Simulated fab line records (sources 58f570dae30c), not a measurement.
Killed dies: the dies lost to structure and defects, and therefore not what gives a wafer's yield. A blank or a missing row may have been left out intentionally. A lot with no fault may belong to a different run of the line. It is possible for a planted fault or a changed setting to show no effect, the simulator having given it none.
Matching of chambers + flow berkeley_cmos170 + UCB170_V1_CVD_00 on pecvd-02 has 3 sister chambers
The step deposits SiO2 from TEOS/O2, target thk 2000 nm, time 250 s. 6 wafers are shown with their chamber, then 7 later ones without.

== WAFERS PAIRED WITH THEIR CHAMBERS ==
| wafer  | chamber | heater_power_w (W) |
|--------|---------|--------------------|
| L975.6 | 1       | 269                |
| L980.1 | 0       | 205                |
| L980.4 | 2       | 202                |
| L980.6 | 0       | 192                |
| L982.3 | 1       | 352                |
| L982.5 | 2       | 200                |

== WAFERS WITH NO CHAMBER GIVEN ==
| wafer  | heater_power_w (W) |
|--------|--------------------|
| L982.6 | 266                |
| L990.1 | 312                |
| L990.3 | 229                |
| L990.4 | 245                |
| L994.1 | 243                |
| L994.2 | 221                |
| L994.5 | 298                |

== WHICH CHAMBER EACH ONE RAN IN ==
| wafer  | from the rows above          | in truth                   |
|--------|------------------------------|----------------------------|
| L982.6 | can't be placed: 1 or 2 or 0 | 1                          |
| L990.1 | 1                            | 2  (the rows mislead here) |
| L990.3 | can't be placed: 2 or 0 or 1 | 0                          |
| L990.4 | can't be placed: 2 or 0 or 1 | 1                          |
| L994.1 | can't be placed: 2 or 0 or 1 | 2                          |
| L994.2 | can't be placed: 2 or 0      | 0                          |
| L994.5 | 1                            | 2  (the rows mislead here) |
Correctly placed: 0 of 7. These rows do not allow placing 5 (true chamber among the candidates in 5). 2 placed wrongly.
How it was worked out, from the rows above alone: a wafer's distance from a chamber is the root of the sum, over the readings, of the square of ((its reading less the chamber's mean) divided by the reading's scatter). If the next closest chamber is less than 2 further off than the closest, the wafer can't be placed; otherwise it belongs to the closest. The mean given for a chamber averages the wafers shown for that chamber. The scatter is the square root of a quotient: the sum, over the shown wafers, of each reading's squared deviation from its chamber's mean, divided by wafers minus chambers.
